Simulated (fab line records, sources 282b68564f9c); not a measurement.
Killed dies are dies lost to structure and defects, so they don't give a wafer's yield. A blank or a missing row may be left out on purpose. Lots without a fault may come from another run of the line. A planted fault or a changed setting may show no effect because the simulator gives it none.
A struck lot beside a sound one | flow rit_cmos | 14 steps out of a route of 202
Sound: wafers L706.1, L706.4, L706.6. Struck: wafers L708.1, L708.3, L708.4. The cause comes at the end.
At each step with rows: each side's tool, then ch and its chambers, then its first start. Under that, the readings that differ: sound wafers | struck wafers | difference of the means | sigmas: that difference in standard deviations of wafers without a fault.
alike: readings whose means differ by less than 2 such deviations, and words and numbers that are the same on both sides. not compared: withheld readings, readings that some wafer has no value for, bounds like >300 that may hide the same value, and numbers for which the record gives no deviation and whose values overlap.
The two part at a step that has a row with sigmas, a row that says differs or no value, or rows on one side only. Numbers that don't overlap but have no deviation are shown without sigmas and don't part them. A reading that every wafer of one side lacks parts them only if that side has two wafers or more.

first, 1 step without rows for these wafers: RIT_NSD_IMPLANT_08.
RIT_NSD_STRIP_09: strips in O2, time 180 s.
  sound on plasma_asher-02 ch 0, day 6 11:59; struck on plasma_asher-02 ch 0,1, day 6 23:54
  alike: chamber_pressure_mTorr, drypump_motor_current_A, o2_flow_sccm
  not compared: rf_hours_counter_h
RIT_NSD_TW_MEAS_10:
  sound on film_metro-01, day 6 12:10; struck on film_metro-04, day 7 00:04
  reading | sound          | struck         | difference | sigmas
  NSD_TW  | 3163 3163 3141 | 3087 3078 3058 | -81        | -3
then, 6 steps without rows for these wafers: RIT_PSD_HMDS_00 (prime time 60 s); RIT_PSD_COAT_01 (resist thk 1000 nm); RIT_PSD_SOFTBAKE_02 (time 60 s); RIT_PSD_EXPOSE_03 (exposes mask M10, target cd 40900 nm); RIT_PSD_PEB_04; RIT_PSD_DEVELOP_05 (develop time 50 s).
RIT_PSD_OVL_MEAS_06:
  sound on overlay-01, day 6 13:16; struck on overlay-01, day 7 00:59
  alike: PSD_OVL
then, 2 steps without rows for these wafers: RIT_PSD_HARDBAKE_07 (time 60 s); RIT_PSD_IMPLANT_08.
RIT_PSD_STRIP_09: strips in O2, time 180 s.
  sound on plasma_asher-04 ch 1, day 6 13:36; struck on plasma_asher-02 ch 0,1, day 7 01:19
  no value came back on the struck wafers for chamber_pressure_mTorr (mTorr), drypump_motor_current_A (A), o2_flow_sccm (sccm); on the sound wafers chamber_pressure_mTorr (mTorr) reads 3999 3998 4005
  reading                                  | sound | struck          | difference | sigmas
  model.NOVOLAK_of_PSD_COAT_01.thk_nm (nm) | 0 0 0 | 883.9 882.6 882 | +882.8     |
  not compared: rf_hours_counter_h
RIT_PSD_TW_MEAS_10:
  sound on film_metro-04, day 6 13:47; struck on film_metro-01, day 7 01:29
  reading | sound          | struck         | difference | sigmas
  PSD_TW  | 3394 3364 3390 | 3468 3477 3471 | +89        | +3

WHERE THEY PART
First at RIT_NSD_TW_MEAS_10; last, within this record, at RIT_PSD_TW_MEAS_10.

WHY: what the simulator had put in
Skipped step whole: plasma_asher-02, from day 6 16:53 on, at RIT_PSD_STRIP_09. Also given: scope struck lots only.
